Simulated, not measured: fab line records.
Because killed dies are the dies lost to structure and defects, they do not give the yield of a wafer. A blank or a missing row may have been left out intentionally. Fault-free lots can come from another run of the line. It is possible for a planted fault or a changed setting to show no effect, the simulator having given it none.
fab line records	flow ritCmos
[record] lots = 6	wafers = 18	lastDay = 8
route steps=202 shown CONTACT@178 M1@184
lots that met no fault: from a run of the same line without faults
startH: the number of hours between the record's first day and the start of the first shown wafer of the lot	waitH: hours since the lot's step before	" same as the row above	L1.1+2: several wafers, shown together as one row	- no value, or no start was given	* or withheld: withheld	< > ~ a bound
route shown NAME@n: names a module that has steps shown in the file, with the first one's number in the route	usual: average and standard deviation across the fault-free wafers	same: alike in all rows	chamber/n: place in a boat	sites: per-site readings	_std_site: their standard deviation	_edge_site: mean of outer sites minus mean of inner sites	radiusMm: how far each site lies from the wafer's centre	mask NAME#n: copy n	behind: the most recent tool/chamber to have shaped the wafer	hold: what put the lot on hold/how long, in hours/how the hold closed	device: names the non-switching transistor (n, p or np)	end of line: tests of these same wafers at the route's end	a step given without rows: its recipe and nothing more	killed: the dies lost at the first sort to structure and to defects; this is not the yield of the wafer	map: a wafer's dies, x killed, . not, _ none there
set.NAME: the run value of the setting; set.NAME@STEP: its run value at that earlier step	model.NAME: the simulator's own value behind a step, which no gauge read
a table for each step, a row for each wafer; lots at some steps of the route
services: when a tool's chamber went out of use (startH, in hours from the record's first day, below 0 if earlier), for how many hours, and the reason
[[steps]]
[step RIT_CONTACT_HARDBAKE_10]
[recipe] resist = NOVOLAK	tempC = 140	timeS = 60
[step RIT_CONTACT_ETCH_11]
[recipe] targetDepthA = 4800	overEtchFrac = 0.2	stopOn = TiSi2	chemistry = CHF3/CF4/Ar	target = SiO2	CHF3_flow_sccm = 50	cf4FlowSccm = 10	Ar_flow_sccm = 100	O2_flow_sccm = 5	pressureMtorr = 100	rfW = 200	timeS = 320
[usual] drypumpMotorCurrentA = 5.59/0.28	oesProductAu = 0.994/0.011	throttleValvePct = 8.89/0.1
lot.wafer	tool	chamber	startH	waitH	drypumpMotorCurrentA	oesProductAu	rfHoursCounterH	throttleValvePct
L699.1	rieDiel-03	2	68.02	0.1	5.08	0.986	135	8.83
L699.4	"	3	"	"	5.42	1.000	147	8.93
L699.5	"	1	"	"	5.39	0.998	-	9.03
L705.2	rieDiel-02	3	99.94	0.1	6.03	1.010	8	8.90
L705.3	"	2	"	"	5.83	0.970	52	8.65
L705.4	"	0	"	"	5.45	0.976	161	8.95
L706.2	rieDiel-02	2	107.25	0.1	5.90	0.976	52	8.65
L706.4	"	2	"	"	5.88	0.988	-	8.67
L706.6	"	1	"	"	5.57	0.994	-	8.86
L716.2	rieDiel-03	2	167.09	0.1	5.11	0.986	136	8.83
L716.5	"	2	"	"	5.09	0.993	-	8.83
L716.6	"	0	"	"	5.77	0.989	-	8.76
L719.2	rieDiel-04	3	174.15	0.1	5.85	1.001	43	8.97
L719.3	"	2	"	"	5.19	0.985	1	8.99
L719.5	"	1	"	"	5.52	1.002	-	8.83
L718.2	rieDiel-02	2	175.69	0.1	5.89	0.980	53	8.68
L718.4	"	0	"	"	5.48	0.972	1	8.95
L718.5	"	2	"	"	5.87	0.980	-	8.66
[step RIT_CONTACT_STRIP_12]
[recipe] chemistry = O2	timeS = 180	resist = NOVOLAK	platenTempC = withheld	powerW = 500	pressureMtorr = 4000	o2FlowSccm = 4000
[usual] drypumpMotorCurrentA = 5.6/0.45
lot.wafer	tool	chamber	startH	waitH	drypumpMotorCurrentA	rfHoursCounterH
L699.1	plasmaAsher-01	1	68.22	0.1	5.7	29
L699.4	"	1	"	"	5.7	-
L699.5	"	0	"	"	5.1	-
L705.2	plasmaAsher-01	1	100.14	0.1	5.7	32
L705.3	"	0	"	"	5.1	-
L705.4	"	1	"	"	5.7	-
L706.2	plasmaAsher-01	0	107.44	0.1	5.1	33
L706.4	"	1	"	"	5.7	-
L706.6	"	0	"	"	5.1	-
L716.2	plasmaAsher-04	1	167.28	0.1	5.6	53
L716.5	"	0	"	"	5.9	-
L716.6	"	1	"	"	5.6	-
L719.2	plasmaAsher-04	1	174.34	0.1	5.7	54
L719.3	"	1	"	"	5.7	-
L719.5	"	1	"	"	5.7	-
L718.2	plasmaAsher-02	0	175.88	0.1	5.1	5
L718.4	"	1	"	"	6.6	-
L718.5	"	0	"	"	5.1	-
[step RIT_CONTACT_CD_MEAS_90]
[recipe] targetCdNm = 1000
[usual] cdNm = 1000.0/2.6
lot.wafer	tool	chamber	startH	waitH	cdNm
L699.1	cdSem-02	-	68.39	0.1	995.6
L699.4	"	-	"	"	997.8
L699.5	"	-	"	"	995.1
L705.2	cdSem-01	-	100.33	0.1	996.2
L705.3	"	-	"	"	1001.6
L705.4	"	-	"	"	997.3
L706.2	cdSem-02	-	107.64	0.1	1005.3
L706.4	"	-	"	"	1004.2
L706.6	"	-	"	"	1004.0
L716.2	cdSem-02	-	167.48	0.1	997.6
L716.5	"	-	"	"	1000.1
L716.6	"	-	"	"	998.2
L719.2	cdSem-02	-	174.54	0.1	1002.6
L719.3	"	-	"	"	998.9
L719.5	"	-	"	"	1000.6
L718.2	cdSem-01	-	176.08	0.1	1005.4
L718.4	"	-	"	"	1002.0
L718.5	"	-	"	"	1005.5
[step RIT_CONTACT_CLEAN_13]
[recipe] chemistry = SC1	mix = 3:3:50	timeS = 600	tempC = 75
[step RIT_CONTACT_CLEAN_14]
[recipe] chemistry = SC2	mix = 3:3:50	timeS = 600	tempC = 75	dry = n2Spin
[step RIT_M1_SPUTTER_00]
[recipe] material = Al	targetThkNm = 400	powerW = 2000	chamberPressurePa = 0.4	gas = Ar	timeS = 500	substrateTempC = 25
[usual] throttleValvePct = 30.6/0.8
lot.wafer	tool	chamber	startH	waitH	throttleValvePct
L699.1	pvdSputter-01	-	68.86	0.0	32.0
L699.4	"	-	"	"	30.3
L699.5	"	-	"	"	30.1
L705.2	pvdSputter-02	-	100.78	0.0	30.7
L705.3	"	-	"	"	29.6
L705.4	"	-	"	"	30.6
L706.2	pvdSputter-01	-	108.09	0.0	31.8
L706.4	"	-	"	"	31.7
L706.6	"	-	"	"	30.3
L716.2	pvdSputter-01	-	167.94	0.0	31.7
L716.5	"	-	"	"	30.4
L716.6	"	-	"	"	31.2
L719.2	pvdSputter-02	-	175.00	0.0	30.6
L719.3	"	-	"	"	29.2
L719.5	"	-	"	"	29.5
L718.2	pvdSputter-01	-	176.54	0.0	30.2
L718.4	"	-	"	"	31.6
L718.5	"	-	"	"	30.2
[step RIT_M1_RS_MEAS_01]
[recipe] thkMeasGauge = four-point-probe	reads = Al_of_M1_SPUTTER_00
[usual] M1_AL_RS = 0.0737/0.001
lot.wafer	tool	chamber	startH	waitH	M1_AL_RS[ohm/sq]
L699.1	filmMetro-01	-	69.16	0.1	0.0728
L699.4	"	-	"	"	0.0715
L699.5	"	-	"	"	0.0716
L705.2	filmMetro-02	-	101.10	0.2	0.0759
L705.3	"	-	"	"	0.0753
L705.4	"	-	"	"	0.0749
L706.2	filmMetro-04	-	108.40	0.2	0.0732
L706.4	"	-	"	"	0.0742
L706.6	"	-	"	"	0.0740
L716.2	filmMetro-04	-	168.26	0.2	0.0734
L716.5	"	-	"	"	0.0733
L716.6	"	-	"	"	0.0741
L719.2	filmMetro-04	-	175.32	0.2	0.0736
L719.3	"	-	"	"	0.0740
L719.5	"	-	"	"	0.0743
L718.2	filmMetro-02	-	176.86	0.2	0.0744
L718.4	"	-	"	"	0.0750
L718.5	"	-	"	"	0.0748
[step RIT_M1_THK_MEAS_02]
[recipe] thkMeasGauge = xrf	reads = Al_of_M1_SPUTTER_00
[usual] M1_AL_THK = 399/5.7
lot.wafer	tool	chamber	startH	waitH	M1_AL_THK[nm]
L699.1	filmMetro-01	-	69.28	0.1	404
L699.4	"	-	"	"	413
L699.5	"	-	"	"	409
L705.2	filmMetro-02	-	101.21	0.1	386
L705.3	"	-	"	"	388
L705.4	"	-	"	"	391
L706.2	filmMetro-04	-	108.51	0.1	399
L706.4	"	-	"	"	395
L706.6	"	-	"	"	396
L716.2	filmMetro-04	-	168.37	0.1	400
L716.5	"	-	"	"	399
L716.6	"	-	"	"	397
L719.2	filmMetro-04	-	175.43	0.1	401
L719.3	"	-	"	"	396
L719.5	"	-	"	"	398
L718.2	filmMetro-02	-	176.97	0.1	397
L718.4	"	-	"	"	392
L718.5	"	-	"	"	391
[step RIT_M1_HMDS_03]
[recipe] primeTimeS = 60	primeTempC = 140
[step RIT_M1_COAT_04]
[recipe] resist = NOVOLAK	spinRpm = 2000	resistThkNm = 1281
[step RIT_M1_SOFTBAKE_05]
[recipe] resist = NOVOLAK	tempC = 90	timeS = 60
[step RIT_M1_EXPOSE_06]
[recipe] maskId = M12	na = 0.6	sourceShape = conventional	sigmaOuter = 0.5	targetCdNm = 2600	doseMj = 250
lot.wafer	tool	chamber	startH	waitH	mask	model.M1.overlayXNm
L699.1+4+5	ilineStepper-01	0	69.91	0.2	M12#0	0.5805
L705.2+3+4	ilineStepper-02	0	101.85	0.2	M12#0	-0.1992
L706.2+4+6	ilineStepper-02	0	109.15	0.2	M12#0	-0.3439
L716.2+5+6	ilineStepper-01	0	168.88	0.1	M12#0	0.7495
L719.2+3+5	ilineStepper-02	0	176.16	0.3	M12#0	0.5677
L718.2+4+5	ilineStepper-02	0	177.58	0.2	M12#0	0.8902
[step RIT_M1_PEB_07]
[recipe] resist = NOVOLAK	tempC = withheld	timeS = withheld
[step RIT_M1_PROBE_99]
[usual] defectLimitedYield = 97.4/1.1	killedAtFrontEnd = 7.0/2.8	killedDies = 7.0/2.8	killedOpen = 3.4/1.9	killedShort = 3.6/2	sort_bin_3_pad_short = 0.1/0.25	sort_bin_5_function = 1.5/0.7	sort_bin_6_memory = 1.0/0.64	sortNPass = 257.0/2.8	sortYieldPct = 97.4/1.1
[same] grossDies = 264	killed_at_M0_to_M3 = 0	killed_at_M4_up = 0	killedAtBackSide = 0	killedAtContacts = 0	killedAtOther = 0
lot.wafer	tool	chamber	startH	waitH	defectLimitedYield[%]	killedAtFrontEnd	killedDies	killedOpen	killedShort	sort_bin_3_pad_short[%]	sort_bin_5_function[%]	sort_bin_6_memory[%]	sortNPass	sortYieldPct[%]
L699.1	prober-02	-	73.00	0.1	98.1	5	5	2	3	0	1.1	0.8	259.0	98.1
L699.4	prober-02	-	73.15	0.2	97.7	6	6	3	3	0	1.5	0.8	258.0	97.7
L699.5	prober-02	-	73.20	0.2	95.5	12	12	5	7	0	1.9	2.7	252.0	95.5
L705.2	prober-02	-	104.97	0.1	98.1	5	5	3	2	0	1.5	0.4	259.0	98.1
L705.3	prober-02	-	105.02	0.2	97.3	7	7	3	4	0	1.1	1.5	257.0	97.3
L705.4	prober-02	-	105.07	0.2	96.6	9	9	5	4	0	1.9	1.5	255.0	96.6
L706.2	prober-01	-	112.27	0.1	95.1	13	13	7	6	1.1	1.5	2.3	251.0	95.1
L706.4	prober-01	-	112.37	0.2	97.0	8	8	7	1	0	1.9	1.1	256.0	97.0
L706.6	prober-01	-	112.47	0.2	97.3	7	7	3	4	0	1.9	0.8	257.0	97.3
L716.2	prober-01	-	172.02	0.1	97.3	7	7	3	4	0.4	2.3	0	257.0	97.3
L716.5	prober-01	-	172.17	0.2	97.7	6	6	2	4	0	1.1	1.1	258.0	97.7
L716.6	prober-01	-	172.22	0.2	98.5	4	4	2	2	0	1.1	0.4	260.0	98.5
L719.2	prober-01	-	179.28	0.1	98.1	5	5	3	2	0	1.1	0.8	259.0	98.1
L719.3	prober-01	-	179.33	0.2	96.6	9	9	2	7	0.8	1.5	1.1	255.0	96.6
L719.5	prober-01	-	179.43	0.2	97.0	8	8	5	3	0	2.7	0.4	256.0	97.0
L718.2	prober-02	-	180.78	0.1	97.7	6	6	4	2	0	1.1	1.1	258.0	97.7
L718.4	prober-02	-	180.88	0.2	97.0	8	8	6	2	0	2.3	0.8	256.0	97.0
L718.5	prober-02	-	180.93	0.2	97.7	6	6	1	5	0	0.8	1.5	258.0	97.7
// killed by level:class
L699.1 FOX1:geometricParticle:short=1 FOX2:geometricParticle:open=1 GATE:geometricParticle:short=1 REOX:geometricParticle:short=1 SPACER:geometricParticle:open=1
L699.4 FOX1:geometricParticle:open=1 GATE:geometricParticle:short=1 REOX:geometricParticle:open=1 REOX:geometricParticle:short=1 SILICIDE:geometricParticle:open=1 SILICIDE:geometricParticle:short=1
L699.5 GATE:geometricParticle:short=3 FOX1:geometricParticle:short=2 GATE:geometricParticle:open=2 SPACER:geometricParticle:open=2 FOX1:geometricParticle:open=1 REOX:geometricParticle:short=1 SPACER:geometricParticle:short=1
L705.2 GATE:geometricParticle:open=2 FOX1:geometricParticle:open=1 GATE:geometricParticle:short=1 REOX:geometricParticle:short=1
L705.3 SILICIDE:geometricParticle:short=3 FOX1:geometricParticle:open=1 GATE:geometricParticle:open=1 SPACER:geometricParticle:open=1 SPACER:geometricParticle:short=1
L705.4 GATE:geometricParticle:short=3 GATE:geometricParticle:open=3 REOX:geometricParticle:open=1 SPACER:geometricParticle:short=1 SPACER:geometricParticle:open=1
L706.2 FOX2:geometricParticle:open=3 GATE:geometricParticle:short=2 GATE:geometricParticle:open=2 REOX:geometricParticle:short=2 FOX2:geometricParticle:short=1 SPACER:geometricParticle:open=1 SILICIDE:geometricParticle:short=1 SILICIDE:geometricParticle:open=1
L706.4 GATE:geometricParticle:open=3 SILICIDE:geometricParticle:open=3 FOX2:geometricParticle:open=1 REOX:geometricParticle:short=1
L706.6 SILICIDE:geometricParticle:open=2 SILICIDE:geometricParticle:short=2 GATE:geometricParticle:short=1 REOX:geometricParticle:short=1 SPACER:geometricParticle:open=1
L716.2 GATE:geometricParticle:short=3 GATE:geometricParticle:open=3 SILICIDE:geometricParticle:short=1
L716.5 GATE:geometricParticle:short=2 FOX1:geometricParticle:short=1 FOX1:geometricParticle:open=1 REOX:geometricParticle:open=1 REOX:geometricParticle:short=1
L716.6 GATE:geometricParticle:open=2 GATE:geometricParticle:short=1 SILICIDE:geometricParticle:short=1
L719.2 FOX1:geometricParticle:short=1 GATE:geometricParticle:open=1 REOX:geometricParticle:open=1 SPACER:geometricParticle:open=1 SPACER:geometricParticle:short=1
L719.3 GATE:geometricParticle:short=4 FOX1:geometricParticle:short=2 GATE:geometricParticle:open=2 SPACER:geometricParticle:short=1
L719.5 GATE:geometricParticle:open=3 FOX1:geometricParticle:open=2 GATE:geometricParticle:short=2 SPACER:geometricParticle:short=1
L718.2 GATE:geometricParticle:short=2 GATE:geometricParticle:open=2 REOX:geometricParticle:open=1 SPACER:geometricParticle:open=1
L718.4 SILICIDE:geometricParticle:open=4 GATE:geometricParticle:open=2 FOX1:geometricParticle:short=1 GATE:geometricParticle:short=1
L718.5 GATE:geometricParticle:short=3 FOX1:geometricParticle:short=1 FOX2:geometricParticle:short=1 SILICIDE:geometricParticle:open=1
[[services]]
tool	chamber	startH	hours	kind
rieDiel-04	-	48.21	0.6	repair
ilineStepper-02	-	61.37	1.7	pm
ilineStepper-01	-	83.57	13.7	repair
pvdSputter-01	-	92.25	0.8	repair
rieDiel-02	0	101.08	-	clean
rieDiel-02	0	101.08	14.1	scheduledDown
rieDiel-02	0	101.08	14.1	ventCycle
ilineStepper-02	-	104.00	2.4	repair
ilineStepper-01	-	108.24	1.7	repair
plasmaAsher-02	-	108.75	9.0	pm
plasmaAsher-02	0	108.75	11.4	ventCycle
plasmaAsher-02	1	108.75	11.4	ventCycle
ilineStepper-02	-	115.72	8.9	pm
plasmaAsher-02	-	116.00	4.1	repair
plasmaAsher-02	0	117.75	-	clean
plasmaAsher-02	1	117.75	-	clean
rieDiel-02	0	129.28	2.8	repair
ilineStepper-02	0	129.29	-	calibration
plasmaAsher-01	-	132.24	3.4	repair
plasmaAsher-02	-	149.27	3.2	repair
rieDiel-03	3	161.05	-	clean
rieDiel-03	3	161.05	18.5	scheduledDown
rieDiel-03	3	161.05	18.5	ventCycle
pvdSputter-01	-	168.31	7.6	repair
[[key]]
firstSign none at tools or gauges
[modelEffect] step = RIT_M1_EXPOSE_06	value = M1.overlayXNm	without = -0.1955	struck = 0.729
metAt RIT_M1_EXPOSE_06
struckWafers L718.2,L718.4,L718.5,L719.2,L719.3,L719.5
[loopTrim] step = RIT_CONTACT_EXPOSE_05	setting = dose	lots = L718,L719
onsetBetween 109.15 176.16
alsoFits time
[fault] kind = scannerMatchingOverlay	tool = ilineStepper-02	chamber = -	onsetH = 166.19	steps = RIT_M1_EXPOSE_06	offset = 0.92453
// loopTrim: a control loop set the setting to another value than it would have without faults
